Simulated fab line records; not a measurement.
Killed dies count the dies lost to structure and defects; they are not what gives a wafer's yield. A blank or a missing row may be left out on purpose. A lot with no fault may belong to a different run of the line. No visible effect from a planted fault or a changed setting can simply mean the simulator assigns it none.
A struck lot beside a sound one | flow berkeley cmos170 | 43 out of 331 route steps
Sound: the wafers L446.3, L446.5, L446.6. The struck wafers were L468.2, L468.3, L468.5. At the end, the cause is stated.
Order at every step that has rows: each side's tool, ch and its chambers, its first start. Under that, the readings that differ: sound wafers | struck wafers | difference of the means | sigmas: that difference in standard deviations of wafers without a fault.
alike: same words and numbers on both sides, and readings whose means sit less than 2 such deviations apart. not compared: any withheld reading, any reading some wafer has no value for, any bound like >300 that may hide the same value, and any number with overlapping values for which the record gives no deviation.
The two part at a step that has a row with sigmas, a row that says differs or no value, or rows on one side only. Numbers that have no deviation but don't overlap get no sigmas and don't part them. Lack of a reading on every wafer of one side parts them only where that side has two or more wafers.

UCB170_M1_SPUTTER_00: material Al, target thk 600 nm, time 80 s.
  struck on pvd sputter-03, day 12 22:23; sound on pvd sputter-03, day 8 05:41
  alike: throttle valve pct
UCB170_M1_RS_MEAS_01: uses a four-point probe to measure.
  struck on film metro-04, day 12 22:32; sound on film metro-04, day 8 05:47
  alike: M1_AL_RS
UCB170_M1_THK_MEAS_02: measures by xrf.
  struck on film metro-04, day 12 22:38; sound on film metro-04, day 8 05:53
  alike: M1_AL_THK
then, 6 steps without rows for these wafers: UCB170_M1_COAT_03; UCB170_M1_COAT_04 (resist thk 900 nm); UCB170_M1_SOFTBAKE_05 (time 60 s); UCB170_M1_EXPOSE_06 (exposes mask METAL1, target cd 700 nm); UCB170_M1_PEB_07; UCB170_M1_DEVELOP_08 (develop time 45 s).
UCB170_M1_CD_MEAS_09: target cd 700 nm.
  struck on cd sem-01, day 12 23:42; sound on cd sem-01, day 8 07:02
  alike: cd nm
UCB170_M1_OVL_MEAS_10:
  struck on overlay-02, day 12 23:48; sound on overlay-01, day 8 07:07
  alike: M1_OVL
then, 1 step without rows for these wafers: UCB170_M1_ETCH_11 (etches BARC in N2/H2).
UCB170_M1_METAL_ETCH_12: etches Al in Cl2/BCl3, stops on PSG, target depth 780 nm, time 130 s.
  sound on rie metal-03 ch 0,1, day 8 07:14; struck on rie metal-03 ch 0,1, day 12 23:53
  alike: drypump motor current A, oes product au, throttle valve pct
  not compared: rf hours counter h
UCB170_M1_STRIP_13: strips in O2.
  sound on plasma asher-01 ch 0,1, day 8 07:21; struck on plasma asher-02 ch 0,1, day 13 00:01
  reading                     | sound       | struck      | difference | sigmas
  drypump motor current A (A) | 5.6 5.6 5.0 | 6.7 6.7 6.1 | +1.1       | +2
  alike: oes product au
  not compared: rf hours counter h
UCB170_M1_CD_MEAS_90: target cd 700 nm.
  struck on cd sem-02, day 13 00:08; sound on cd sem-01, day 8 07:28
  alike: cd nm
then, 2 steps without rows for these wafers: UCB170_M1_ANNEAL_14 (time 1200 s); UCB170_V1_CVD_00 (deposits SiO2 from TEOS/O2, target thk 2000 nm, time 250 s).
UCB170_V1_THK_MEAS_01:
  struck on film metro-03, day 13 02:40; sound on film metro-04, day 8 09:34
  alike: V1_TEOS_THK
UCB170_V1_CMP_02: polishes SiO2.
  sound on cmp-01 ch 2,3, day 8 09:40; struck on cmp-01 ch 0,1, day 13 02:43
  alike: edge zone pressure frac, motor current A
UCB170_V1_BOW_MEAS_03:
  struck on film metro-04, day 13 03:02; sound on film metro-03, day 8 09:57
  alike: V1_BOW
UCB170_V1_THK_MEAS_04:
  struck on film metro-04, day 13 03:08; sound on film metro-03, day 8 10:03
  alike: V1_POLISHED_THK
then, 7 steps without rows for these wafers: UCB170_V1_CLEAN_05 (cleans in DIW); UCB170_V1_HMDS_06 (prime time 60 s); UCB170_V1_COAT_07 (resist thk 900 nm); UCB170_V1_SOFTBAKE_08 (time 60 s); UCB170_V1_EXPOSE_09 (exposes mask VIA1, target cd 700 nm); UCB170_V1_PEB_10; UCB170_V1_DEVELOP_11 (develop time 45 s).
UCB170_V1_CD_MEAS_12: target cd 700 nm.
  struck on cd sem-02, day 13 04:32; sound on cd sem-01, day 8 12:43
  alike: cd nm
UCB170_V1_OVL_MEAS_13:
  struck on overlay-01, day 13 04:38; sound on overlay-01, day 8 12:49
  reading     | sound | struck    | difference | sigmas
  V1_OVL (nm) | 8 8 5 | -5 -11 -1 | -13        | -2
then, 2 steps without rows for these wafers: UCB170_V1_ETCH_14 (etches SiO2 in CHF3/CF4/Ar, stops on Al, target depth 1250 nm, time 291 s); UCB170_V1_STRIP_15 (strips in O2).
UCB170_V1_CD_MEAS_90: target cd 700 nm.
  struck on cd sem-02, day 13 04:58; sound on cd sem-01, day 8 13:09
  alike: cd nm
then, 1 step without rows for these wafers: UCB170_M2_PRE_CLEAN_00 (preclean etch time 60 s).
UCB170_M2_SPUTTER_01: material Al, target thk 900 nm, time 120 s.
  struck on pvd sputter-04, day 13 05:08; sound on pvd sputter-01, day 8 13:18
  alike: throttle valve pct
UCB170_M2_RS_MEAS_02: uses a four-point probe to measure.
  struck on film metro-01, day 13 05:14; sound on film metro-01, day 8 13:25
  alike: M2_AL_RS
UCB170_M2_THK_MEAS_03: measures by xrf.
  struck on film metro-01, day 13 05:20; sound on film metro-01, day 8 13:31
  alike: M2_AL_THK
then, 3 steps without rows for these wafers: UCB170_M2_HMDS_04 (prime time 60 s); UCB170_M2_COAT_05 (resist thk 900 nm); UCB170_M2_SOFTBAKE_06 (time 60 s).
UCB170_M2_STRIP_07: strips in O2.
  sound on plasma asher-03 ch 0,1, day 8 14:08; struck on plasma asher-04 ch 1, day 13 05:50
  alike: drypump motor current A, oes product au, strip time to endpoint s
  not compared: rf hours counter h
then, 1 step without rows for these wafers: UCB170_M2_STRIP_08 (strips KrF in DMSO, time 600 s).
UCB170_M3_PROBE_99:
  record: rows for the struck wafers here (prober-01, day 13 19:16), none for the sound ones

WHERE THEY PART
Earliest at UCB170_M1_STRIP_13; latest, in this record, at UCB170_M3_PROBE_99.

WHY: what had been put in by the simulator
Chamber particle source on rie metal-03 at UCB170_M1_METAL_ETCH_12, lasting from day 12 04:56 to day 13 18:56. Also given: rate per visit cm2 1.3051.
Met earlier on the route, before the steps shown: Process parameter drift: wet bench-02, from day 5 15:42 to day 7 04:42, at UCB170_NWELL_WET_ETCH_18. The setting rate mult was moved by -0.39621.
